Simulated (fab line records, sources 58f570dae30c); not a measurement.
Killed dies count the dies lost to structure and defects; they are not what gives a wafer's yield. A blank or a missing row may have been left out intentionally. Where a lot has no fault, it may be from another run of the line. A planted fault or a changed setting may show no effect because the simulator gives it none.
Split-lot experiment :: flow berkeley cmos170 :: 23 wafers read from 5 lots, route of 331 steps

## ABOUT THE SPLIT
At UCB170_PVT_COAT_01 (resist thk 900 nm), the setting spin rpm was moved away from the recipe's 1500 rpm on 10 of the 23 wafers read, by -6.1% to +6.1%. The other wafers ran this setting at the recipe's value.

The reading is taken at the split's own step.

## THE READING
KrF_of_PVT_COAT_01.thk nm (the simulator's own value, which no gauge read), in nm, at UCB170_PVT_COAT_01 (resist thk 900 nm). The file gives no usual value for it. Average 899.6 nm, standard deviation 2.5 nm, over the 13 wafers here run with the recipe.

wafer: L075.1
tool, chamber at the split: litho track-03, 0
spin rpm as run, rpm: 1550
against the recipe: +3.3%
KrF_of_PVT_COAT_01.thk nm, nm: 887.3
against lot-mates on the recipe: -13.8

wafer: L075.2
tool, chamber at the split: litho track-03, 0
spin rpm as run, rpm: 1500
against the recipe: recipe
KrF_of_PVT_COAT_01.thk nm, nm: 900.5
against lot-mates on the recipe: -

wafer: L075.4
tool, chamber at the split: litho track-03, 0
spin rpm as run, rpm: 1550
against the recipe: +3.3%
KrF_of_PVT_COAT_01.thk nm, nm: 889.4
against lot-mates on the recipe: -11.6

wafer: L075.5
tool, chamber at the split: litho track-03, 0
spin rpm as run, rpm: 1550
against the recipe: +3.3%
KrF_of_PVT_COAT_01.thk nm, nm: 886.4
against lot-mates on the recipe: -14.6

wafer: L075.6
tool, chamber at the split: litho track-03, 0
spin rpm as run, rpm: 1500
against the recipe: recipe
KrF_of_PVT_COAT_01.thk nm, nm: 901.6
against lot-mates on the recipe: -

wafer: L076.2
tool, chamber at the split: litho track-03, 0
spin rpm as run, rpm: 1500
against the recipe: recipe
KrF_of_PVT_COAT_01.thk nm, nm: 903.9
against lot-mates on the recipe: -

wafer: L076.3
tool, chamber at the split: litho track-03, 0
spin rpm as run, rpm: 1409
against the recipe: -6.1%
KrF_of_PVT_COAT_01.thk nm, nm: 933.5
against lot-mates on the recipe: +31.4

wafer: L076.4
tool, chamber at the split: litho track-03, 0
spin rpm as run, rpm: 1409
against the recipe: -6.1%
KrF_of_PVT_COAT_01.thk nm, nm: 932.5
against lot-mates on the recipe: +30.4

wafer: L076.5
tool, chamber at the split: litho track-03, 0
spin rpm as run, rpm: 1409
against the recipe: -6.1%
KrF_of_PVT_COAT_01.thk nm, nm: 930.9
against lot-mates on the recipe: +28.8

wafer: L076.6
tool, chamber at the split: litho track-03, 0
spin rpm as run, rpm: 1500
against the recipe: recipe
KrF_of_PVT_COAT_01.thk nm, nm: 900.3
against lot-mates on the recipe: -

wafer: L077.1
tool, chamber at the split: litho track-02, 0
spin rpm as run, rpm: 1592
against the recipe: +6.1%
KrF_of_PVT_COAT_01.thk nm, nm: 873.2
against lot-mates on the recipe: -25.6

wafer: L077.2
tool, chamber at the split: litho track-02, 0
spin rpm as run, rpm: 1500
against the recipe: recipe
KrF_of_PVT_COAT_01.thk nm, nm: 896.3
against lot-mates on the recipe: -

wafer: L077.3
tool, chamber at the split: litho track-02, 0
spin rpm as run, rpm: 1500
against the recipe: recipe
KrF_of_PVT_COAT_01.thk nm, nm: 897.6
against lot-mates on the recipe: -

wafer: L077.4
tool, chamber at the split: litho track-02, 0
spin rpm as run, rpm: 1500
against the recipe: recipe
KrF_of_PVT_COAT_01.thk nm, nm: 902.6
against lot-mates on the recipe: -

wafer: L077.5
tool, chamber at the split: litho track-02, 0
spin rpm as run, rpm: 1592
against the recipe: +6.1%
KrF_of_PVT_COAT_01.thk nm, nm: 869.4
against lot-mates on the recipe: -29.4

wafer: L083.2
tool, chamber at the split: litho track-01, 0
spin rpm as run, rpm: 1500
against the recipe: recipe
KrF_of_PVT_COAT_01.thk nm, nm: 899.1
against lot-mates on the recipe: -

wafer: L083.3
tool, chamber at the split: litho track-01, 0
spin rpm as run, rpm: 1500
against the recipe: recipe
KrF_of_PVT_COAT_01.thk nm, nm: 902.5
against lot-mates on the recipe: -

wafer: L083.4
tool, chamber at the split: litho track-01, 0
spin rpm as run, rpm: 1437
against the recipe: -4.2%
KrF_of_PVT_COAT_01.thk nm, nm: 923.6
against lot-mates on the recipe: +23.4

wafer: L083.5
tool, chamber at the split: litho track-01, 0
spin rpm as run, rpm: 1500
against the recipe: recipe
KrF_of_PVT_COAT_01.thk nm, nm: 898.9
against lot-mates on the recipe: -

wafer: L083.6
tool, chamber at the split: litho track-01, 0
spin rpm as run, rpm: 1437
against the recipe: -4.2%
KrF_of_PVT_COAT_01.thk nm, nm: 920.9
against lot-mates on the recipe: +20.7

wafer: L085.3
tool, chamber at the split: litho track-02, 0
spin rpm as run, rpm: 1500
against the recipe: recipe
KrF_of_PVT_COAT_01.thk nm, nm: 897
against lot-mates on the recipe: -

wafer: L085.4
tool, chamber at the split: litho track-02, 0
spin rpm as run, rpm: 1500
against the recipe: recipe
KrF_of_PVT_COAT_01.thk nm, nm: 898.2
against lot-mates on the recipe: -

wafer: L085.5
tool, chamber at the split: litho track-02, 0
spin rpm as run, rpm: 1500
against the recipe: recipe
KrF_of_PVT_COAT_01.thk nm, nm: 896
against lot-mates on the recipe: -

FIT RESULTS
A straight line over all 23 wafers: KrF_of_PVT_COAT_01.thk nm changes by -4.9 nm for each +1% of spin rpm; r = -0.99; the points scatter about the line by 2.8 nm.
The same after taking each lot's own level away (the mean of its wafers on the recipe; 23 wafers): -4.73 nm for each +1%; r = -0.99; scatter 2 nm.
That fit puts the effect of the largest move of spin rpm on the reading at 29 nm.
Across the lots, their own levels run from 897.07 to 902.10 nm, a range of 2.0 times the standard deviation given above.
So the lot-to-lot level changes the slope little: the two slopes agree.
Check: with one of the wafers moved furthest among these (+6.1%) left out of the fit, the line predicts -28.8 nm for it against its lot-mates. Against them it came out at -25.6 nm.

## THE OTHER SPLITS THESE WAFERS WENT THROUGH
These wafers also went through other splits before the reading. Each is held against what the fit with the lots' levels taken away leaves over:
other split on the same wafers: UCB170_ZERO_COAT_01 spin rpm
wafers away from the commonest value: 7
r with KrF_of_PVT_COAT_01.thk nm (lot level and that fit taken away): -0.05

other split on the same wafers: UCB170_NWELL_OXIDATION_01 ox time s
wafers away from the commonest value: 15
r with KrF_of_PVT_COAT_01.thk nm (lot level and that fit taken away): +0.02

other split on the same wafers: UCB170_NWELL_IMPLANT_14 dose cm2
wafers away from the commonest value: 5
r with KrF_of_PVT_COAT_01.thk nm (lot level and that fit taken away): -0.20

other split on the same wafers: UCB170_PWELL_OXIDATION_02 temp c
wafers away from the commonest value: 5
r with KrF_of_PVT_COAT_01.thk nm (lot level and that fit taken away): -0.07

other split on the same wafers: UCB170_PWELL_DEVELOP_12 develop time s
wafers away from the commonest value: 8
r with KrF_of_PVT_COAT_01.thk nm (lot level and that fit taken away): +0.07

other split on the same wafers: UCB170_PWELL_IMPLANT_15 energy kev
wafers away from the commonest value: 5
r with KrF_of_PVT_COAT_01.thk nm (lot level and that fit taken away): -0.06

other split on the same wafers: UCB170_ACTIVE_COAT_08 spin rpm
wafers away from the commonest value: 8
r with KrF_of_PVT_COAT_01.thk nm (lot level and that fit taken away): -0.02

other split on the same wafers: UCB170_SCREENOX_OXIDATION_01 temp c
wafers away from the commonest value: 10
r with KrF_of_PVT_COAT_01.thk nm (lot level and that fit taken away): -0.04

## THE WHOLE CHAIN: every reading that the file lists as answering this split, in the file's order
step: UCB170_PVT_COAT_01
what it does: resist thk 900 nm
reading: KrF_of_PVT_COAT_01.thk nm (the simulator's own value, which no gauge read)
change (the file's fit): -4.74 nm for each +1% of the setting
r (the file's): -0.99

step: UCB170_PVT_STRIP_08
what it does: strips in O2
reading: strip time to endpoint s
change (the file's fit): withheld for each +1% of the setting
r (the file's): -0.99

## THE FILE'S OWN FIT
KrF_of_PVT_COAT_01.thk nm changes by -4.74 nm for each +1% of spin rpm, r = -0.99.
